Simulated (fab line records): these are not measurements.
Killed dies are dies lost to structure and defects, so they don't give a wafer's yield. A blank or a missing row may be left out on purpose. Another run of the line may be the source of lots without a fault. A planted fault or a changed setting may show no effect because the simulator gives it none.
What tool caused it? | flow rit cmos | 42 wafers from 14 lots sampled at 2 of the route's 202 steps

WHAT EACH GAUGE READ, for each wafer
Not one reading of a measure or inspect step in the record can be checked against a usual standard deviation.

TOOL THAT RAN EACH LOT (tool first, then ch and the chambers of the sampled wafers, then the start)
lot  | RIT_GATE_ETCH_19                | RIT_M1_PROBE_99
L681 | rie si-02 ch 0,1,2, day 2 16:59 | -
L682 | rie si-01 ch 0,2,3, day 2 19:15 | -
L683 | rie si-02 ch 1,3, day 3 00:03   | -
L684 | rie si-01 ch 0,1, day 3 05:03   | prober-02, day 4 01:10
L685 | rie si-02 ch 0,2,3, day 3 12:53 | prober-01, day 4 10:07
L686 | rie si-01 ch 0,3, day 3 15:28   | -
L687 | rie si-02 ch 1,2,3, day 3 22:55 | -
L689 | rie si-02 ch 0,2,3, day 4 09:18 | -
L694 | rie si-01 ch 1,3, day 5 08:19   | -
L696 | rie si-01 ch 0,2,3, day 5 17:50 | prober-02, day 6 14:03
L698 | rie si-01 ch 0,1,2, day 6 03:41 | -
L699 | rie si-02 ch 0,1,3, day 6 11:55 | prober-01, day 7 09:25
L701 | rie si-02 ch 0,1, day 7 00:47   | -
L703 | rie si-02 ch 0,1,2, day 7 11:02 | -
- RIT_GATE_ETCH_19: etches poly-Si in SF6/CHF3/O2, stops on SiO2, time 165 s, target depth 312.5 nm.
- RIT_M1_PROBE_99

AS READ BY THE TOOLS THEMSELVES (means over the sampled wafers that have a number; for cases with no such wafer, the mark the record gives instead)
RIT_GATE_ETCH_19.
lot  | tool      | drypump motor current A (A) | he backside leak sccm (sccm) | oes product au (a.u.) | rf fwd power W (W) | throttle valve pct (%)
L681 | rie si-02 | 5.6                         | 3.0                          | 0.842                 | 159.5              | 10.16
L682 | rie si-01 | 6.0                         | 2.9                          | 0.838                 | 159.7              | 10.31
L683 | rie si-02 | 5.8                         | 2.6                          | 0.850                 | 159.6              | 10.21
L684 | rie si-01 | 5.3                         | 2.7                          | 0.846                 | 159.5              | 10.23
L685 | rie si-02 | 5.3                         | 3.3                          | 0.840                 | 159.2              | 10.08
L686 | rie si-01 | 6.2                         | 2.7                          | 0.851                 | 159.6              | 10.30
L687 | rie si-02 | 5.8                         | 2.9                          | 0.849                 | 159.4              | 10.19
L689 | rie si-02 | 5.3                         | 2.9                          | 0.832                 | 159.4              | 10.07
L694 | rie si-01 | 5.9                         | 3.0                          | 0.842                 | 159.6              | 10.26
L696 | rie si-01 | 6.0                         | 2.8                          | 0.839                 | 167.9              | 10.29
L698 | rie si-01 | 5.6                         | 2.7                          | 0.841                 | 167.7              | 10.26
L699 | rie si-02 | 5.6                         | 2.7                          | 0.839                 | 159.3              | 10.19
L701 | rie si-02 | 5.9                         | 2.8                          | 0.841                 | 159.2              | 10.29
L703 | rie si-02 | 5.7                         | 2.9                          | 0.838                 | 159.1              | 10.16

RIT_M1_PROBE_99.
lot  | tool      | killed at contacts | killed at front end | killed dies | killed open | killed short
L684 | prober-02 | 0.0                | 8.3                 | 8.3         | 5.0         | 3.3
L685 | prober-01 | 0.0                | 8.7                 | 8.7         | 5.0         | 3.7
L696 | prober-02 | 0.3                | 4.3                 | 4.7         | 2.0         | 2.7
L699 | prober-01 | 0.0                | 7.3                 | 7.3         | 4.3         | 3.0

THE ANSWER, worked out from the rows above alone
Rule: usual is defined by the lots themselves. The widest of any qualifying gaps counts: lots, ordered by their means at a reading, are off when they make up no more than a third of the lots, leave a main group of 4 or more, and stand apart from it by 3 or more times the standard deviation of that group's means. The tables above print the reading to a certain number of digits; a main group whose means all agree to those digits is not used. A lot without any number at a reading at which 4 lots or more have one is off too. Any other lot the step has rows for is counted as sound. Order of review: gauges by route order, followed by the tools' own readings, for which a lot's mean as printed above is used. The first step at which some lot is off is used, and at that step the reading that is off furthest; a lot without a number counts as furthest.
Off at RIT_GATE_ETCH_19 (rf fwd power W): L696, L698. For the main group the mean is 159.4 W and the standard deviation 0.18.
If a tool, at that step or one of the process steps before it, ran each lot that is off and ran no sound lot following the first of them, it fits. One fits: rie si-01 at RIT_GATE_ETCH_19. Its last sound lot is L694 (day 5 08:19), its first lot that is off L696 (day 5 17:50): a fault that began between those two fits.
The tool's own readings at RIT_GATE_ETCH_19 bear it out: on the lots that are off they differ by more than 5 times the standard deviation of the sound lots' means. rf fwd power W reads 167.8 W there against 159.4 W on the sound lots.

WHAT HAD BEEN PUT IN BY THE SIMULATOR
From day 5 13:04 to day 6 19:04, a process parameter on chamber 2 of rie si-01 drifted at RIT_GATE_ETCH_19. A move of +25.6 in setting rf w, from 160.
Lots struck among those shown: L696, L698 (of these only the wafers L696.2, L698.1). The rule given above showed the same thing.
